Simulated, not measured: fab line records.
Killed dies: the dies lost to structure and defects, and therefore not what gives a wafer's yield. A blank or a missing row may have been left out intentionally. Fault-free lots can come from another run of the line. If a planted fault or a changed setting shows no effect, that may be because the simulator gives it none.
Which tool was responsible?    flow berkeley_cmos170    Sampling: 14 lots, 42 wafers, 4 of 331 route steps

## WHAT THE GAUGES READ, wafer by wafer
UCB170_ACTIVE_CD_MEAS_13: the cd target is 1200 nm.
lot   measured     on         cd_nm (nm)
L456  day 4 01:16  cd_sem-02  1199.4 1200.4 1201.3
L457  day 4 12:28  cd_sem-02  1201.9 1201.0 1201.6
L458  day 4 12:49  cd_sem-01  1200.3 1200.9 1199.7
L460  day 5 04:53  cd_sem-01  1199.3 1199.3 1199.8
L461  day 5 11:16  cd_sem-01  1200.6 1199.7 1199.9
L463  day 5 18:01  cd_sem-02  1200.4 1199.8 1198.5
L464  day 6 06:44  cd_sem-01  1198.4 1198.4 1198.4
L468  day 6 14:08  cd_sem-02  1200.6 1201.7 1202.8
L466  day 6 14:23  cd_sem-02  1197.7 1199.2 1198.1
L467  day 6 14:23  cd_sem-01  1197.9 1195.4 1195.9
L476  day 8 08:56  cd_sem-01  1202.9 1202.4 1201.8
L477  day 8 19:07  cd_sem-02  1199.7 1201.3 1198.8
L479  day 9 01:17  cd_sem-01  1201.8 1202.2 1202.2
L478  day 9 01:32  cd_sem-02  1201.2 1199.5 1201.0

UCB170_GATE_THK_MEAS_02.
lot   measured      on             GATE_OXIDE_THK (nm)
L456  day 5 08:55   film_metro-02  6.44 6.53 6.43
L457  day 5 21:02   film_metro-03  6.69 6.50 6.62
L458  day 5 21:02   film_metro-02  6.46 6.41 6.37
L460  day 6 21:47   film_metro-03  6.69 6.58 6.57
L461  day 6 21:47   film_metro-02  6.85 6.67 6.63
L463  day 7 12:08   film_metro-02  6.51 6.56 6.65
L464  day 7 22:13   film_metro-01  6.63 6.62 6.61
L468  day 8 09:43   film_metro-03  6.75 6.76 6.77
L466  day 8 09:42   film_metro-01  6.72 6.76 6.85
L467  day 8 13:51   film_metro-02  6.58 6.46 6.37
L476  day 10 01:07  film_metro-01  6.69 6.62 6.84
L477  day 10 12:32  film_metro-03  6.65 6.65 6.64
L479  day 10 12:33  film_metro-02  6.84 6.70 6.78
L478  day 10 12:37  film_metro-03  6.83 6.85 6.71

UCB170_GATE_CD_MEAS_12: the cd target is 350 nm.
lot   measured      on         cd_nm (nm)
L456  day 5 14:50   cd_sem-02  351.1 351.4 349.4
L457  day 6 04:45   cd_sem-02  347.2 346.9 345.6
L458  day 6 04:30   cd_sem-02  352.0 350.7 350.5
L460  day 7 07:07   cd_sem-02  349.8 349.4 347.5
L461  day 7 07:11   cd_sem-01  349.1 349.9 348.8
L463  day 7 21:31   cd_sem-02  348.9 349.5 347.3
L464  day 8 06:10   cd_sem-01  350.8 350.1 350.1
L468  day 8 16:49   cd_sem-02  350.6 350.2 351.6
L466  day 8 16:40   cd_sem-02  350.2 348.9 352.1
L467  day 8 21:13   cd_sem-01  348.7 348.0 347.9
L476  day 10 08:08  cd_sem-02  349.3 349.4 349.9
L477  day 10 23:11  cd_sem-02  349.1 348.8 349.4
L479  day 10 23:19  cd_sem-02  351.0 352.1 349.8
L478  day 10 23:34  cd_sem-02  351.3 352.2 352.6

## WHICH TOOL RAN EACH LOT (tool, then ch and the chambers of the sampled wafers, then the start)
lot   UCB170_PFIELD_EXPOSE_03
L456  krf_scanner-02 ch 0, day 4 02:50
L457  krf_scanner-01 ch 0, day 4 13:56
L458  krf_scanner-01 ch 0, day 4 14:16
L460  krf_scanner-01 ch 0, day 5 10:36
L461  krf_scanner-02 ch 0, day 5 13:12
L463  krf_scanner-01 ch 0, day 5 19:27
L464  krf_scanner-02 ch 0, day 6 08:11
L468  krf_scanner-02 ch 0, day 6 15:20
L466  krf_scanner-01, day 6 16:19
L467  krf_scanner-01, day 6 16:36
L476  krf_scanner-02 ch 0, day 8 10:18
L477  krf_scanner-01 ch 0, day 8 20:48
L479  krf_scanner-02 ch 0, day 9 02:31
L478  krf_scanner-01 ch 0, day 9 02:45
- UCB170_PFIELD_EXPOSE_03: exposes mask PFIELD, target cd 1500 nm.

## WHAT THE TOOLS THEMSELVES READ (means of the sampled wafers that have a number; where no wafer has one, the mark that the record gives instead)
UCB170_PFIELD_EXPOSE_03.
lot   tool            exposure_dose_mJ_cm2  focus_offset_nm (nm)  reticle_temp_C (C)
L456  krf_scanner-02  30.02                 0.8                   23.13
L457  krf_scanner-01  29.99                 0.0                   23.09
L458  krf_scanner-01  30.01                 0.4                   23.01
L460  krf_scanner-01  29.96                 -0.3                  23.00
L461  krf_scanner-02  29.94                 0.0                   23.06
L463  krf_scanner-01  29.98                 -0.0                  22.91
L464  krf_scanner-02  30.00                 -0.6                  23.02
L468  krf_scanner-02  29.98                 0.6                   22.93
L466  krf_scanner-01  -                     -                     -
L467  krf_scanner-01  -                     -                     -
L476  krf_scanner-02  29.98                 -0.2                  23.03
L477  krf_scanner-01  30.00                 -0.6                  23.02
L479  krf_scanner-02  29.99                 -0.4                  22.95
L478  krf_scanner-01  30.00                 0.1                   23.06

## THE ANSWER, worked out from the rows above alone
Rule: what is usual is taken from the lots themselves. The widest of any qualifying gaps counts: lots, ordered by their means at a reading, are off when they make up no more than a third of the lots, leave a main group of 4 or more, and stand apart from it by 3 or more times the standard deviation of that group's means. A main group is skipped when, at the precision printed for the reading in the tables above, its means are all equal. Also off: a lot with no number at a reading for which 4 or more lots have one. Where the step has rows for the other lots, those lots are counted as sound. First the gauges in route order, then the tools' own readings, where a lot's mean is used as printed above. At the first step where some lot is off, the reading lying furthest off is the one used; lots without a number count as furthest.
Off at UCB170_PFIELD_EXPOSE_03 (exposure_dose_mJ_cm2): L466, L467. Without a number there: L466, L467. Mean 29.99 and standard deviation 0.021 in the main group.
If a tool, at that step or one of the process steps before it, ran each lot that is off and ran no sound lot following the first of them, it fits. No candidate that was tried fits.

## WHAT THE SIMULATOR HAD INSERTED
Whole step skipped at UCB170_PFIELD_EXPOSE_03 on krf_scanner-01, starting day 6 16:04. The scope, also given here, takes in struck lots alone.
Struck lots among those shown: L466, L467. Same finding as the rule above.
